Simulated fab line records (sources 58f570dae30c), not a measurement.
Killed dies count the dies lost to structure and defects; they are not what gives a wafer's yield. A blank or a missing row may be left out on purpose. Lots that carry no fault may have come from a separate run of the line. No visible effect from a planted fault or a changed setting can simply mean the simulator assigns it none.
Which tool was responsible?	flow berkeley-cmos170	at 1 step of a route of 331, 7 lots with 21 wafers sampled

WHAT EACH GAUGE READ, for each wafer
UCB170_V1_CD_MEAS_90 targets a cd of 700 nm.
lot	measured	on	cd-nm (nm)
L551	day 7 18:13	cd-sem-01	701.6 701.7 700.2
L561	day 9 13:32	cd-sem-01	702.3 701.6 704.0
L562	day 10 06:44	cd-sem-02	700.7 700.1 699.1
L565	day 10 18:14	cd-sem-02	699.5 699.4 701.1
L567	day 10 23:16	cd-sem-02	699.5 699.2 699.1
L568	day 10 23:47	cd-sem-02	699.7 699.4 699.1
L572	day 12 03:43	cd-sem-01	700.3 701.6 700.8

WHAT TOOL EACH LOT RAN ON (gives the tool, then ch and the chambers of the sampled wafers, and finally the start)
The record holds no process step before these readings.

THE ANSWER, worked out from the rows above alone
Rule: the lots themselves supply what counts as usual. The widest of any qualifying gaps counts: lots, ordered by their means at a reading, are off when they make up no more than a third of the lots, leave a main group of 4 or more, and stand apart from it by 3 or more times the standard deviation of that group's means. If all means in a main group match to the digits the tables above print for the reading, that group is not used. A lot without any number at a reading at which 4 lots or more have one is off too. Any other lot the step has rows for is counted as sound.
No lot is off on any of the readings shown, so nothing can be concluded from this.

WHAT THE SIMULATOR HAD INSERTED
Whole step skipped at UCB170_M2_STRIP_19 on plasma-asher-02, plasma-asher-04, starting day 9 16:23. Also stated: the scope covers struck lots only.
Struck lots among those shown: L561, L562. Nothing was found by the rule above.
